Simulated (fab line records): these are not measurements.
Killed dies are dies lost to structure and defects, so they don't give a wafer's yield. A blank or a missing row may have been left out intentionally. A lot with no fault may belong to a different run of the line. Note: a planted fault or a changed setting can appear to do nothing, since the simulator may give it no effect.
fab line records | flow rit_cmos
record lots=14 | wafers=42 | last_day=8
route steps=202 shown ACTIVE@1 NWELL@37 NRETRO@56 GATE@92
lots that met no fault: taken from a fault-free run of the same line
start_h: the number of hours between the record's first day and the start of the first shown wafer of the lot | wait_h: time in hours since the lot's previous step | " the same as in the row above | L1.1+2: a row that stands for several wafers | - no value, or no start was given | * or withheld: withheld | < > ~ a bound
route shown NAME@n: names a module that has steps shown in the file, with the first one's number in the route | usual: mean and standard deviation over wafers with no fault | same: alike in all rows | chamber/n: place in a boat | sites: each site's reading | _std_site: their standard deviation | _edge_site: mean of outer sites minus mean of inner sites | radius_mm: how far each site lies from the wafer's centre | mask NAME#n: copy n | behind: the last tool/chamber to shape the wafer | hold: why the lot was held/for how many hours/how that ended | device: which transistor (n, p or np) failed to switch | end of line: tests of these same wafers at the route's end | where a step has no rows: the recipe by itself | killed: dies that structure and defects cost at the first sort, which is not the same as the wafer's yield | map: the dies of a wafer, with x for killed, . for not killed, _ for no die there
set.NAME: setting as actually run; set.NAME@STEP: the setting as run at that earlier step | model.NAME: the simulator's own value behind a step, which no gauge read
a sample of lots followed through the steps of the route, with each step as a table and each wafer as a row
services: when a tool's chamber went out of use (start_h, in hours from the record's first day, below 0 if earlier), for how many hours, and the reason
## steps
# step RIT_ACTIVE_BOW_MEAS_00
# recipe mode=bow
# usual INCOMING_BOW=1/6.9
lot.wafer | tool          | chamber | start_h | wait_h | INCOMING_BOW[um]
L765.1    | film_metro-02 | -       | 10.00   | -      | -9
L765.5    | "             | -       | "       | "      | 8
L765.6    | "             | -       | "       | "      | 9
L767.2    | film_metro-01 | -       | 20.02   | -      | -3
L767.3    | "             | -       | "       | "      | 10
L767.6    | "             | -       | "       | "      | -1
L768.4    | film_metro-02 | -       | 25.06   | -      | -7
L768.5    | "             | -       | "       | "      | -7
L768.6    | "             | -       | "       | "      | 4
L769.2    | film_metro-03 | -       | 30.02   | -      | 10
L769.5    | "             | -       | "       | "      | 6
L769.6    | "             | -       | "       | "      | 8
L770.2    | film_metro-03 | -       | 35.02   | -      | -7
L770.4    | "             | -       | "       | "      | -2
L770.6    | "             | -       | "       | "      | 2
L771.3    | film_metro-02 | -       | 40.04   | -      | 5
L771.4    | "             | -       | "       | "      | -5
L771.6    | "             | -       | "       | "      | 6
L773.1    | film_metro-03 | -       | 50.00   | -      | -5
L773.2    | "             | -       | "       | "      | 7
L773.6    | "             | -       | "       | "      | 1
L775.2    | film_metro-01 | -       | 60.02   | -      | -10
L775.4    | "             | -       | "       | "      | 3
L775.5    | "             | -       | "       | "      | 10
L776.3    | film_metro-03 | -       | 65.04   | -      | 9
L776.4    | "             | -       | "       | "      | 5
L776.5    | "             | -       | "       | "      | -11
L780.2    | film_metro-02 | -       | 85.02   | -      | 5
L780.4    | "             | -       | "       | "      | 7
L780.5    | "             | -       | "       | "      | 1
L781.2    | film_metro-01 | -       | 90.02   | -      | 2
L781.5    | "             | -       | "       | "      | 0
L781.6    | "             | -       | "       | "      | -14
L782.2    | film_metro-02 | -       | 95.02   | -      | 1
L782.3    | "             | -       | "       | "      | -1
L782.5    | "             | -       | "       | "      | -1
L783.2    | film_metro-03 | -       | 100.02  | -      | -1
L783.4    | "             | -       | "       | "      | -3
L783.6    | "             | -       | "       | "      | 7
L788.3    | film_metro-03 | -       | 125.04  | -      | -4
L788.4    | "             | -       | "       | "      | -10
L788.5    | "             | -       | "       | "      | -4
# step RIT_NWELL_STRIP_09
# recipe chemistry=O2 | time_s=180 | resist=NOVOLAK | platen_temp_c=withheld | power_w=500 | pressure_mtorr=4000 | o2_flow_sccm=4000
# usual drypump_motor_current_A=5.7/0.46
lot.wafer | tool            | chamber | start_h | wait_h | drypump_motor_current_A | rf_hours_counter_h
L765.1    | plasma_asher-04 | 0       | 23.26   | 0.1    | 5.4                     | 38
L765.5    | "               | 0       | "       | "      | 5.4                     | -
L765.6    | "               | 1       | "       | "      | 6.1                     | -
L767.2    | plasma_asher-01 | 1       | 33.59   | 0.1    | 6.0                     | 38
L767.3    | "               | 1       | "       | "      | 6.0                     | -
L767.6    | "               | 0       | "       | "      | 5.4                     | -
L768.4    | plasma_asher-01 | 1       | 37.80   | 0.1    | 5.9                     | -
L768.5    | "               | 0       | "       | "      | 5.4                     | -
L768.6    | "               | 1       | "       | "      | 5.9                     | -
L769.2    | plasma_asher-01 | 0       | 41.61   | 0.1    | 5.4                     | 40
L769.5    | "               | 0       | "       | "      | 5.4                     | -
L769.6    | "               | 1       | "       | "      | 6.0                     | -
L770.2    | plasma_asher-03 | 1       | 49.33   | 0.1    | 5.0                     | 26
L770.4    | "               | 1       | "       | "      | 5.0                     | -
L770.6    | "               | 1       | "       | "      | 5.0                     | -
L771.3    | plasma_asher-01 | 1       | 52.78   | 0.1    | 5.9                     | -
L771.4    | "               | 0       | "       | "      | 5.4                     | -
L771.6    | "               | 0       | "       | "      | 5.4                     | -
L773.1    | plasma_asher-03 | 1       | 66.90   | 0.1    | 5.0                     | 27
L773.2    | "               | 0       | "       | "      | 6.3                     | 27
L773.6    | "               | 1       | "       | "      | 5.0                     | -
L775.2    | plasma_asher-01 | 0       | 74.42   | 0.1    | 5.4                     | 43
L775.4    | "               | 1       | "       | "      | 6.0                     | -
L775.5    | "               | 0       | "       | "      | 5.4                     | -
L776.3    | plasma_asher-01 | 0       | 78.15   | 0.1    | 5.4                     | -
L776.4    | "               | 1       | "       | "      | 5.9                     | -
L776.5    | "               | 0       | "       | "      | 5.4                     | -
L780.2    | plasma_asher-03 | 0       | 101.54  | 0.1    | 6.3                     | 31
L780.4    | "               | 1       | "       | "      | 5.0                     | -
L780.5    | "               | 0       | "       | "      | 6.2                     | -
L781.2    | plasma_asher-04 | 0       | 104.20  | 0.1    | 5.4                     | 45
L781.5    | "               | 0       | "       | "      | 5.4                     | -
L781.6    | "               | 1       | "       | "      | 6.1                     | -
L782.2    | plasma_asher-03 | 1       | 110.79  | 0.1    | 5.0                     | 33
L782.3    | "               | 0       | "       | "      | 6.2                     | -
L782.5    | "               | 1       | "       | "      | 5.0                     | -
L783.2    | plasma_asher-03 | 1       | 116.28  | 0.1    | 5.0                     | 33
L783.4    | "               | 0       | "       | "      | 6.2                     | -
L783.6    | "               | 0       | "       | "      | 6.3                     | -
L788.3    | plasma_asher-01 | 1       | 148.80  | 0.1    | 5.9                     | -
L788.4    | "               | 0       | "       | "      | 5.4                     | -
L788.5    | "               | 1       | "       | "      | 5.9                     | -
# step RIT_NRETRO_EXPOSE_03
# recipe mask_id=M4 | na=0.57 | target_cd_nm=43900 | dose_mj=250
# usual exposure_dose_mJ_cm2=249.98/0.21 | focus_offset_nm=0.0/0.5
lot.wafer | tool             | chamber | start_h | wait_h | mask | exposure_dose_mJ_cm2 | focus_offset_nm
L765.1    | iline_stepper-01 | 0       | 30.89   | 0.2    | M4#0 | 250.26               | 0.5
L765.5    | "                | 0       | "       | "      | M4#0 | 249.91               | 0.1
L765.6    | "                | 0       | "       | "      | M4#0 | 250.20               | 0.1
L767.2    | iline_stepper-02 | 0       | 41.39   | 0.2    | M4#0 | 249.93               | 0.2
L767.3    | "                | 0       | "       | "      | M4#0 | 249.81               | -0.7
L767.6    | "                | 0       | "       | "      | M4#0 | 249.96               | -0.3
L768.4    | iline_stepper-02 | 0       | 46.39   | 0.1    | M4#0 | 250.04               | 0.8
L768.5    | "                | 0       | "       | "      | M4#0 | 249.89               | 0.5
L768.6    | "                | 0       | "       | "      | M4#0 | 250.12               | 0.2
L769.2    | iline_stepper-01 | 0       | 51.88   | 0.2    | M4#0 | 249.74               | 0.5
L769.5    | "                | 0       | "       | "      | M4#0 | 249.74               | 1.4
L769.6    | "                | 0       | "       | "      | M4#0 | 250.24               | 0.0
L770.2    | iline_stepper-01 | 0       | 57.04   | 0.1    | M4#0 | 250.27               | -0.2
L770.4    | "                | 0       | "       | "      | M4#0 | 250.13               | 0.3
L770.6    | "                | 0       | "       | "      | M4#0 | 250.04               | 0.3
L771.3    | iline_stepper-01 | 0       | 61.09   | 0.1    | M4#0 | 249.86               | 0.7
L771.4    | "                | 0       | "       | "      | M4#0 | 249.76               | 0.4
L771.6    | "                | 0       | "       | "      | M4#0 | 250.08               | -0.4
L773.1    | iline_stepper-01 | 0       | 74.96   | 0.2    | M4#0 | 250.06               | -0.2
L773.2    | "                | 0       | "       | "      | M4#0 | 249.91               | -0.1
L773.6    | "                | 0       | "       | "      | M4#0 | 249.78               | 0.0
L775.2    | iline_stepper-01 | 0       | 82.54   | 0.3    | M4#0 | 249.64               | 0.1
L775.4    | "                | 0       | "       | "      | M4#0 | 249.81               | 0.0
L775.5    | "                | 0       | "       | "      | M4#0 | 250.03               | -0.1
L776.3    | iline_stepper-02 | 0       | 87.56   | 0.2    | M4#0 | 249.83               | 0.0
L776.4    | "                | 0       | "       | "      | M4#0 | 249.72               | 0.4
L776.5    | "                | 0       | "       | "      | M4#0 | 249.77               | -0.2
L780.2    | iline_stepper-01 | -       | 111.00  | 0.2    | M4#0 | -                    | -
L780.4    | "                | -       | "       | "      | M4#0 | -                    | -
L780.5    | "                | -       | "       | "      | M4#0 | -                    | -
L781.2    | iline_stepper-02 | -       | 114.26  | 0.3    | M4#0 | -                    | -
L781.5    | "                | -       | "       | "      | M4#0 | -                    | -
L781.6    | "                | -       | "       | "      | M4#0 | -                    | -
L782.2    | iline_stepper-01 | 0       | 123.45  | 0.2    | M4#0 | 250.17               | 0.2
L782.3    | "                | 0       | "       | "      | M4#0 | 250.06               | 0.2
L782.5    | "                | 0       | "       | "      | M4#0 | 250.00               | 0.1
L783.2    | iline_stepper-02 | 0       | 124.72  | 0.2    | M4#0 | 250.05               | 0.7
L783.4    | "                | 0       | "       | "      | M4#0 | 250.09               | -0.3
L783.6    | "                | 0       | "       | "      | M4#0 | 250.20               | 0.1
L788.3    | iline_stepper-02 | 0       | 158.90  | 0.4    | M4#0 | 250.07               | 0.4
L788.4    | "                | 0       | "       | "      | M4#0 | 249.98               | -0.2
L788.5    | "                | 0       | "       | "      | M4#0 | 250.15               | 0.8
# step RIT_GATE_CD_MEAS_16
# recipe target_cd_nm=150
# usual cd_nm=148.6/2.9
lot.wafer | tool      | chamber | start_h | wait_h | cd_nm
L765.1    | cd_sem-01 | -       | 38.13   | -      | 156.3
L765.5    | "         | -       | "       | "      | 153.8
L765.6    | "         | -       | "       | "      | 153.8
L767.2    | cd_sem-02 | -       | 53.10   | -      | 145.1
L767.3    | "         | -       | "       | "      | 147.5
L767.6    | "         | -       | "       | "      | 148.1
L768.4    | cd_sem-02 | -       | 55.67   | -      | 153.2
L768.5    | "         | -       | "       | "      | 152.4
L768.6    | "         | -       | "       | "      | 150.2
L769.2    | cd_sem-01 | -       | 64.01   | -      | 149.6
L769.5    | "         | -       | "       | "      | 151.1
L769.6    | "         | -       | "       | "      | 149.6
L770.2    | cd_sem-01 | -       | 67.38   | -      | 150.9
L770.4    | "         | -       | "       | "      | 149.6
L770.6    | "         | -       | "       | "      | 151.2
L771.3    | cd_sem-02 | -       | 70.94   | -      | 143.3
L771.4    | "         | -       | "       | "      | 144.7
L771.6    | "         | -       | "       | "      | 145.9
L773.1    | cd_sem-01 | -       | 83.90   | -      | 145.5
L773.2    | "         | -       | "       | "      | 145.8
L773.6    | "         | -       | "       | "      | 144.4
L775.2    | cd_sem-02 | -       | 97.18   | -      | 152.0
L775.4    | "         | -       | "       | "      | 151.5
L775.5    | "         | -       | "       | "      | 151.6
L776.3    | cd_sem-02 | -       | 99.84   | -      | 150.3
L776.4    | "         | -       | "       | "      | 152.4
L776.5    | "         | -       | "       | "      | 151.2
L780.2    | cd_sem-01 | -       | 120.95  | -      | 143.6
L780.4    | "         | -       | "       | "      | 143.7
L780.5    | "         | -       | "       | "      | 143.0
L781.2    | cd_sem-02 | -       | 127.50  | -      | 146.5
L781.5    | "         | -       | "       | "      | 146.3
L781.6    | "         | -       | "       | "      | 146.2
L783.2    | cd_sem-02 | -       | 139.77  | -      | 151.7
L783.4    | "         | -       | "       | "      | 151.6
L783.6    | "         | -       | "       | "      | 152.3
L782.2    | cd_sem-02 | -       | 140.52  | -      | 149.2
L782.3    | "         | -       | "       | "      | 149.6
L782.5    | "         | -       | "       | "      | 152.4
L788.3    | cd_sem-01 | -       | 169.78  | -      | 150.4
L788.4    | "         | -       | "       | "      | 148.9
L788.5    | "         | -       | "       | "      | 150.5
## services
tool             | chamber | start_h | hours | kind
iline_stepper-02 | -       | 16.33   | 21.4  | repair
plasma_asher-03  | -       | 27.16   | 14.6  | pm
plasma_asher-04  | -       | 35.24   | 10.0  | pm
plasma_asher-04  | -       | 47.58   | 3.2   | repair
iline_stepper-02 | 0       | 59.27   | -     | calibration
iline_stepper-01 | 0       | 60.40   | -     | calibration
plasma_asher-01  | -       | 108.75  | 9.0   | pm
plasma_asher-01  | 0       | 108.75  | 9.0   | vent_cycle
plasma_asher-01  | 1       | 108.75  | 9.0   | vent_cycle
iline_stepper-01 | -       | 111.55  | 2.7   | repair
plasma_asher-03  | -       | 112.93  | 2.7   | repair
plasma_asher-04  | -       | 116.94  | 2.9   | repair
plasma_asher-01  | 0       | 117.75  | -     | clean
plasma_asher-01  | 1       | 117.75  | -     | clean
## key
first_sign step=RIT_NRETRO_EXPOSE_03 | reading=tool_record | direction=missing
effect none on later readings
met_at RIT_NRETRO_EXPOSE_03
struck_lots L780,L781
sort_left_out L780.2,L780.4,L780.5,L781.2,L781.5,L781.6
tester_left_out L780,L781
not_acting_at RIT_ACTIVE_BOW_MEAS_00,RIT_NWELL_STRIP_09,RIT_GATE_CD_MEAS_16
onset_between 87.56 111.00
fault kind=skipped_step_whole | tool=iline_stepper-01,iline_stepper-02 | chamber=- | onset_h=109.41 | steps=RIT_NRETRO_EXPOSE_03 | scope=struck_lots_only
# tester_left_out: of these lots the tester's yield and bins aren't shown, on N5 and GAA mostly nor the transistor test; their killed dies are dies lost to structure and defects alone, not to doping, threshold or leakage, so they don't give the yield
# sort_left_out: the simulated sort isn't trusted on such a fault, so these wafers' sort isn't shown, and their yield isn't known
